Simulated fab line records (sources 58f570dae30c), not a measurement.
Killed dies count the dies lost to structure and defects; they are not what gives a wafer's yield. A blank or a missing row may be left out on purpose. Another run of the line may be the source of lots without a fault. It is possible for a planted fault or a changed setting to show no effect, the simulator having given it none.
fab line records    flow berkeley-cmos170
record lots=15  wafers=45  last-day=12
route steps=331 shown PSD@184 SDANNEAL@204 CONTACT@233 V1@254
lots that met no fault: taken from a fault-free run of the same line
start-h: hours from the record's opening day to when the first of the lot's shown wafers began    wait-h: hours elapsed since this lot's preceding step    " as in the row above    L1.1+2: one row covering several wafers at once    - no value, or no start was given    * or withheld: withheld    < > ~ a bound
route shown NAME@n: names a module that has steps shown in the file, with the first one's number in the route    usual: mean and standard deviation over wafers with no fault    same: alike in all rows    chamber/n: place in a boat    sites: each site's reading    _std_site: standard deviation across them    _edge_site: inner sites' mean taken away from outer sites' mean    radius-mm: for every site, how far away it sits from the centre of the wafer    mask NAME#n: copy n    behind: the last tool/chamber to shape the wafer    hold: reason for holding the lot/hours on hold/outcome of the hold    device: the transistor (n, p or np) that didn't switch    end of line: the tests these same wafers got at the end of their route    step lacking rows: just its recipe    killed: the dies lost at the first sort to structure and to defects; this is not the yield of the wafer    map: shows each die of a wafer: x if killed, . if not, _ if none is there
set.NAME: the setting as run; set.NAME@STEP: as run at that earlier step    model.NAME: the simulator's own value behind a step, which no gauge read
route steps across a sampled set of lots; one table per step, one row per wafer
services: from which hour (start-h, from the record's first day; less than 0 if before it) a tool's chamber was out of use, for how many hours, and why
## steps
# step UCB170_PSD_STRIP_09
# recipe chemistry=O2  power-w=400  pressure-mtorr=3500  platen-temp-c=withheld  o2-flow-sccm=400  overash-fraction=0.5
# usual drypump-motor-current-A=6.0/0.35  oes-product-au=0.601/0.0039  strip-time-to-endpoint-s=29.41/0.083
lot.wafer  tool             chamber  start-h  wait-h  drypump-motor-current-A  oes-product-au  rf-hours-counter-h  strip-time-to-endpoint-s
L386.1     plasma-asher-03  0        149.46   0.1     6.6                      0.599           40                  29.66
L386.3     "                0        "        "       6.7                      0.603           -                   29.55
L386.5     "                1        "        "       6.0                      0.600           -                   29.49
L389.1     plasma-asher-04  1        157.06   0.1     6.2                      0.602           47                  29.40
L389.4     "                0        "        "       6.1                      0.604           -                   29.36
L389.5     "                1        "        "       6.2                      0.594           -                   29.45
L387.2     plasma-asher-03  1        157.44   0.1     5.9                      0.599           41                  29.38
L387.4     "                1        "        "       5.9                      0.602           -                   29.37
L387.6     "                1        "        "       5.9                      0.602           -                   29.34
L391.2     plasma-asher-03  0        177.93   0.1     6.6                      0.594           44                  29.44
L391.4     "                1        "        "       6.0                      0.597           -                   29.48
L391.5     "                0        "        "       6.6                      0.599           -                   29.36
L392.2     plasma-asher-01  0        178.20   0.1     5.6                      0.602           47                  29.47
L392.3     "                0        "        "       5.5                      0.605           -                   29.50
L392.4     "                1        "        "       5.9                      0.603           -                   29.46
L390.1     plasma-asher-01  1        178.39   0.1     5.9                      0.603           47                  29.33
L390.4     "                1        "        "       5.9                      0.598           -                   29.35
L390.6     "                0        "        "       5.6                      0.605           -                   29.45
L396.1     plasma-asher-03  1        189.18   0.1     5.9                      0.605           45                  29.39
L396.4     "                0        "        "       6.6                      0.600           -                   29.40
L396.6     "                0        "        "       6.6                      0.605           -                   29.45
L395.2     plasma-asher-03  0        189.66   0.1     6.6                      0.600           45                  29.37
L395.4     "                1        "        "       5.9                      0.603           -                   29.36
L395.5     "                1        "        "       6.0                      0.603           -                   29.45
L402.3     plasma-asher-01  1        216.65   0.1     5.8                      0.604           -                   29.48
L402.5     "                0        "        "       5.5                      0.602           -                   29.45
L402.6     "                1        "        "       5.9                      0.604           -                   29.47
L400.1     plasma-asher-03  0        216.84   0.1     6.6                      0.606           48                  29.54
L400.2     "                1        "        "       5.9                      0.601           48                  29.45
L400.6     "                1        "        "       5.9                      0.600           -                   29.49
L404.1     plasma-asher-03  0        239.36   0.1     6.6                      0.602           51                  29.47
L404.2     "                1        "        "       6.0                      0.595           51                  29.39
L404.5     "                0        "        "       6.7                      0.597           -                   29.48
L405.1     plasma-asher-01  1        239.63   0.1     5.9                      0.599           54                  29.35
L405.2     "                0        "        "       5.6                      0.605           54                  29.43
L405.3     "                1        "        "       5.9                      0.604           -                   29.40
L406.2     plasma-asher-01  0        253.98   0.1     5.5                      0.600           56                  29.43
L406.4     "                1        "        "       5.9                      0.599           -                   29.48
L406.6     "                0        "        "       5.5                      0.595           -                   29.48
L407.1     plasma-asher-01  0        254.22   0.1     5.5                      0.600           56                  29.29
L407.2     "                1        "        "       5.9                      0.605           56                  29.32
L407.4     "                0        "        "       5.5                      0.595           -                   29.38
L409.1     plasma-asher-01  1        259.36   0.1     5.9                      0.598           57                  29.38
L409.3     "                1        "        "       5.9                      0.600           -                   29.45
L409.5     "                0        "        "       5.6                      0.596           -                   29.42
# step UCB170_SDANNEAL_RTA_00
# recipe temp-c=900  time-s=10  ambient=N2
# usual lamp-power-pct=23.2/0.59  wafer_temp_C_max=904.0/0.95
lot.wafer  tool           chamber  start-h  wait-h  lamp-power-pct  wafer_temp_C_max
L386.1     rtp-anneal-01  0        153.15   0.0     22.6            903.7
L386.3     "              0        "        "       22.6            903.5
L386.5     "              0        "        "       22.6            903.5
L389.1     rtp-anneal-02  0        161.32   0.0     23.8            904.1
L389.4     "              0        "        "       23.8            905.1
L389.5     "              0        "        "       23.8            905.0
L387.2     rtp-anneal-01  0        163.15   0.0     22.7            903.3
L387.4     "              0        "        "       22.6            904.4
L387.6     "              0        "        "       22.6            904.2
L391.2     rtp-anneal-01  0        181.44   0.0     22.6            903.0
L391.4     "              0        "        "       22.6            904.2
L391.5     "              0        "        "       22.6            903.8
L392.2     rtp-anneal-02  0        181.92   0.0     23.8            904.7
L392.3     "              0        "        "       23.8            906.0
L392.4     "              0        "        "       23.8            904.8
L390.1     rtp-anneal-01  0        182.26   0.0     22.6            903.8
L390.4     "              0        "        "       22.6            903.3
L390.6     "              0        "        "       22.6            902.6
L396.1     rtp-anneal-01  0        192.09   0.0     22.6            903.7
L396.4     "              0        "        "       22.6            903.2
L396.6     "              0        "        "       22.6            904.0
L395.2     rtp-anneal-01  0        192.45   0.0     22.6            902.6
L395.4     "              0        "        "       22.6            903.3
L395.5     "              0        "        "       22.6            902.6
L402.3     rtp-anneal-02  0        220.94   0.0     23.8            905.1
L402.5     "              0        "        "       23.8            904.9
L402.6     "              0        "        "       23.8            904.4
L400.1     rtp-anneal-01  0        221.43   0.1     22.6            903.1
L400.2     "              0        "        "       22.6            903.6
L400.6     "              0        "        "       22.6            903.2
L404.1     rtp-anneal-01  0        244.20   0.0     22.6            902.5
L404.2     "              0        "        "       22.6            903.3
L404.5     "              0        "        "       22.6            903.9
L405.1     rtp-anneal-02  0        244.23   0.0     23.8            903.7
L405.2     "              0        "        "       23.8            903.3
L405.3     "              0        "        "       23.8            905.0
L406.2     rtp-anneal-01  0        257.07   0.0     22.6            903.2
L406.4     "              0        "        "       22.6            902.6
L406.6     "              0        "        "       22.6            903.6
L407.1     rtp-anneal-02  0        257.24   0.0     23.8            904.1
L407.2     "              0        "        "       23.8            904.1
L407.4     "              0        "        "       23.8            904.7
L409.1     rtp-anneal-02  0        264.22   0.0     23.8            904.9
L409.3     "              0        "        "       23.8            904.6
L409.5     "              0        "        "       23.8            905.8
# step UCB170_CONTACT_ETCH_17
# recipe chemistry=N2/H2  target-depth-a=withheld  overetch-a=withheld  target=BARC  time-s=withheld  source-w=500  bias-w=100  pressure-mtorr=30  n2-flow-sccm=100  h2-flow-sccm=200
# usual drypump-motor-current-A=5.7/0.49  oes-product-au=0.993/0.024  rf-fwd-power-W=494.9/2.2  throttle-valve-pct=13.24/0.2
lot.wafer  tool         chamber  start-h  wait-h  drypump-motor-current-A  oes-product-au  rf-fwd-power-W  throttle-valve-pct
L386.1     rie-diel-01  3        158.23   0.0     5.9                      0.958           496.0           13.45
L386.3     "            2        "        "       6.1                      0.964           496.3           13.19
L386.5     "            3        "        "       5.9                      0.957           497.2           13.46
L389.1     rie-diel-04  1        169.06   0.0     6.4                      0.986           497.3           13.22
L389.4     "            0        "        "       5.1                      0.991           498.5           13.19
L389.5     "            0        "        "       5.1                      0.993           499.0           13.21
L387.2     rie-diel-01  2        169.54   0.0     6.0                      0.964           494.1           13.20
L387.4     "            1        "        "       5.3                      1.011           494.2           13.08
L387.6     "            0        "        "       6.5                      1.015           490.1           13.36
L391.2     rie-diel-03  2        187.38   0.0     6.1                      1.028           493.0           12.92
L391.4     "            3        "        "       5.6                      0.981           491.9           13.35
L391.5     "            2        "        "       6.1                      1.027           493.2           12.93
L392.2     rie-diel-04  0        188.86   0.0     5.1                      0.996           494.4           13.20
L392.3     "            1        "        "       6.4                      1.003           496.8           13.21
L392.4     "            3        "        "       5.4                      0.982           495.5           13.62
L390.1     rie-diel-03  3        189.27   0.0     5.6                      0.969           490.6           13.34
L390.4     "            1        "        "       6.3                      0.964           496.6           12.99
L390.6     "            3        "        "       5.6                      0.979           491.2           13.35
L396.1     rie-diel-04  1        196.95   0.0     6.4                      0.993           497.8           13.19
L396.4     "            3        "        "       5.4                      0.982           496.7           13.64
L396.6     "            0        "        "       5.1                      1.003           497.4           13.19
L395.2     rie-diel-03  3        198.74   0.0     5.6                      0.977           492.4           13.34
L395.4     "            1        "        "       6.3                      0.964           494.8           12.99
L395.5     "            2        "        "       6.1                      1.021           492.7           12.92
L402.3     rie-diel-03  3        225.93   0.0     5.6                      0.988           493.5           13.33
L402.5     "            3        "        "       5.6                      0.969           491.2           13.35
L402.6     "            0        "        "       5.2                      0.994           493.5           13.21
L400.1     rie-diel-03  2        229.24   0.0     6.1                      1.037           494.3           12.91
L400.2     "            0        "        "       5.2                      1.004           495.7           13.21
L400.6     "            1        "        "       6.4                      0.982           496.7           13.00
L404.1     rie-diel-03  2        250.23   0.0     6.1                      1.034           494.5           12.91
L404.2     "            3        "        "       5.6                      0.978           491.8           13.36
L404.5     "            2        "        "       6.1                      1.020           494.0           12.92
L405.1     rie-diel-04  3        250.94   0.0     5.4                      0.988           497.3           13.64
L405.2     "            2        "        "       5.0                      1.034           496.3           13.30
L405.3     "            1        "        "       6.4                      0.997           496.3           13.20
L406.2     rie-diel-01  2        262.10   0.0     6.1                      0.957           495.0           13.19
L406.4     "            2        "        "       6.1                      0.958           494.9           13.18
L406.6     "            3        "        "       5.9                      0.956           494.7           13.46
L407.1     rie-diel-04  0        262.38   0.0     5.1                      0.990           496.0           13.20
L407.2     "            3        "        "       5.4                      0.989           496.0           13.64
L407.4     "            1        "        "       6.4                      0.997           495.7           13.22
L409.1     rie-diel-01  3        273.01   0.0     5.9                      0.956           494.6           13.47
L409.3     "            2        "        "       6.1                      0.963           494.9           13.19
L409.5     "            3        "        "       6.0                      0.953           496.6           13.44
# step UCB170_V1_CVD_00
# recipe material=SiO2  target-thk-nm=2000  temp-c=390  precursor=TEOS/O2  time-s=250  rf-w=550  pressure-mtorr=9000
# usual heater-power-w=246/50  rf-fwd-power-W=548.4/1.6  run-length-s=277.8/0.57
lot.wafer  tool      chamber  start-h  wait-h  heater-power-w  rf-fwd-power-W  run-length-s
L386.1     pecvd-03  1        163.28   0.0     248             548.5           277.6
L386.3     "         0        "        "       245             548.8           277.6
L386.5     "         0        "        "       166             546.0           277.8
L389.1     pecvd-01  2        172.76   0.0     279             549.6           277.2
L389.4     "         1        "        "       225             548.0           278.7
L389.5     "         2        "        "       199             549.1           276.9
L387.2     pecvd-04  1        174.10   0.0     314             550.1           279.4
L387.4     "         0        "        "       287             550.0           278.5
L387.6     "         1        "        "       332             548.8           278.5
L391.2     pecvd-01  2        191.73   0.0     241             549.0           276.9
L391.4     "         2        "        "       192             549.5           277.0
L391.5     "         1        "        "       219             546.9           278.5
L390.1     pecvd-04  1        193.06   0.0     304             548.8           278.6
L390.4     "         0        "        "       197             548.9           278.8
L390.6     "         1        "        "       253             549.1           278.7
L392.2     pecvd-03  0        193.06   0.0     195             546.9           277.3
L392.3     "         2        "        "       195             548.1           277.3
L392.4     "         0        "        "       245             547.4           277.3
L396.1     pecvd-03  1        200.52   0.0     304             548.4           277.9
L396.4     "         1        "        "       213             547.4           278.0
L396.6     "         0        "        "       165             548.9           277.3
L395.2     pecvd-04  1        203.19   0.0     299             545.6           278.7
L395.4     "         0        "        "       205             546.2           278.6
L395.5     "         2        "        "       180             547.8           278.2
L402.3     pecvd-04  1        231.15   0.0     353             546.9           278.3
L402.5     "         2        "        "       179             547.9           277.9
L402.6     "         1        "        "       255             543.7           278.2
L400.1     pecvd-03  0        233.81   0.0     243             548.9           277.5
L400.2     "         1        "        "       275             546.5           277.6
L400.6     "         0        "        "       163             548.0           277.3
L404.1     pecvd-01  1        254.92   0.0     294             548.6           387.1
L404.2     "         2        "        "       219             547.8           385.8
L404.5     "         2        "        "       285             548.2           386.1
L405.1     pecvd-01  2        255.07   0.2     253             550.8           385.9
L405.2     "         1        "        "       247             546.1           387.2
L405.3     "         0        "        "       260             549.7           386.9
L406.2     pecvd-01  1        265.81   0.0     243             546.4           387.5
L406.4     "         2        "        "       195             546.9           386.5
L406.6     "         1        "        "       309             548.3           387.4
L407.1     pecvd-03  0        267.15   0.0     240             549.6           277.0
L407.2     "         2        "        "       159             549.0           277.3
L407.4     "         1        "        "       238             548.6           277.6
L409.1     pecvd-03  1        276.62   0.0     329             551.5           277.5
L409.3     "         0        "        "       231             548.2           277.7
L409.5     "         2        "        "       154             547.8           277.0
# step UCB170_V1_THK_MEAS_01
# recipe reads=SiO2_of_V1_CVD_00
# usual V1_TEOS_THK=1994/27
lot.wafer  tool           chamber  start-h  wait-h  V1_TEOS_THK[nm]
L386.1     film-metro-01  -        163.44   0.1     1940
L386.3     "              -        "        "       1949
L386.5     "              -        "        "       1959
L389.1     film-metro-03  -        172.92   0.1     1989
L389.4     "              -        "        "       1999
L389.5     "              -        "        "       2021
L387.2     film-metro-02  -        174.34   0.2     1938
L387.4     "              -        "        "       1991
L387.6     "              -        "        "       2002
L391.2     film-metro-01  -        191.90   0.1     1999
L391.4     "              -        "        "       1991
L391.5     "              -        "        "       1993
L390.1     film-metro-01  -        193.22   0.1     1993
L390.4     "              -        "        "       2016
L390.6     "              -        "        "       2025
L392.2     film-metro-02  -        193.23   0.1     1981
L392.3     "              -        "        "       1978
L392.4     "              -        "        "       2011
L396.1     film-metro-01  -        200.68   0.1     1970
L396.4     "              -        "        "       2015
L396.6     "              -        "        "       2015
L395.2     film-metro-03  -        203.35   0.1     1957
L395.4     "              -        "        "       1965
L395.5     "              -        "        "       2010
L402.3     film-metro-01  -        231.32   0.1     1949
L402.5     "              -        "        "       1996
L402.6     "              -        "        "       1970
L400.1     film-metro-01  -        233.97   0.1     1999
L400.2     "              -        "        "       1988
L400.6     "              -        "        "       2051
L404.1     film-metro-03  -        255.07   0.1     2830
L404.2     "              -        "        "       2816
L404.5     "              -        "        "       2858
L405.1     film-metro-02  -        255.23   0.1     2853
L405.2     "              -        "        "       2802
L405.3     "              -        "        "       2855
L406.2     film-metro-01  -        265.98   0.1     2865
L406.4     "              -        "        "       2879
L406.6     "              -        "        "       2904
L407.1     film-metro-03  -        267.30   0.1     2002
L407.2     "              -        "        "       1986
L407.4     "              -        "        "       2037
L409.1     film-metro-03  -        276.78   0.1     1971
L409.3     "              -        "        "       1947
L409.5     "              -        "        "       1997
## services
tool             chamber  start-h  hours  kind
rie-diel-01      3        138.69   11.9   repair
plasma-asher-03  -        141.58   3.5    repair
rtp-anneal-02    -        146.49   4.5    pm
pecvd-04         2        172.93   11.8   repair
rie-diel-04      3        174.28   3.3    repair
rie-diel-03      1        181.93   5.6    repair
rie-diel-01      1        188.03   9.4    repair
rie-diel-01      2        191.05   14.4   repair
plasma-asher-01  -        199.44   0.4    repair
rie-diel-01      1        206.89   10.9   repair
rie-diel-01      0        208.76   4.3    repair
plasma-asher-01  -        213.65   0.5    repair
plasma-asher-04  -        223.04   2.1    repair
rie-diel-01      -        225.92   2.8    pm
plasma-asher-04  -        229.47   14.6   pm
pecvd-04         -        238.38   2.9    repair
pecvd-03         -        242.50   14.0   pm
pecvd-03         0        242.50   14.0   vent-cycle
pecvd-03         1        242.50   14.0   vent-cycle
pecvd-03         2        242.50   14.0   vent-cycle
pecvd-04         -        244.92   28.3   repair
plasma-asher-03  -        246.54   13.5   repair
rie-diel-04      0        247.03   5.3    repair
rie-diel-03      3        269.97   4.8    repair
## key
first-sign step=UCB170_V1_CVD_00  reading=run-length-s  direction=up  sigmas=99+  usual=*  struck=*
effect step=UCB170_V1_THK_MEAS_01  reading=V1_TEOS_THK  direction=up  sigmas=32  usual=1994  struck=2851
met-at UCB170_V1_CVD_00
struck-lots L404,L405,L406
sort-left-out L404.1,L404.2,L404.5
not-acting-at UCB170_PSD_STRIP_09,UCB170_SDANNEAL_RTA_00,UCB170_CONTACT_ETCH_17
fault kind=process-parameter-drift  tool=pecvd-01  chamber=-  onset-h=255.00  steps=UCB170_V1_CVD_00  channel=time-s  offset=*  shape=step  end-h=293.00  acts-in=*  stated=*
# sort-left-out: the simulated sort isn't trusted on such a fault, so these wafers' sort isn't shown, and their yield isn't known
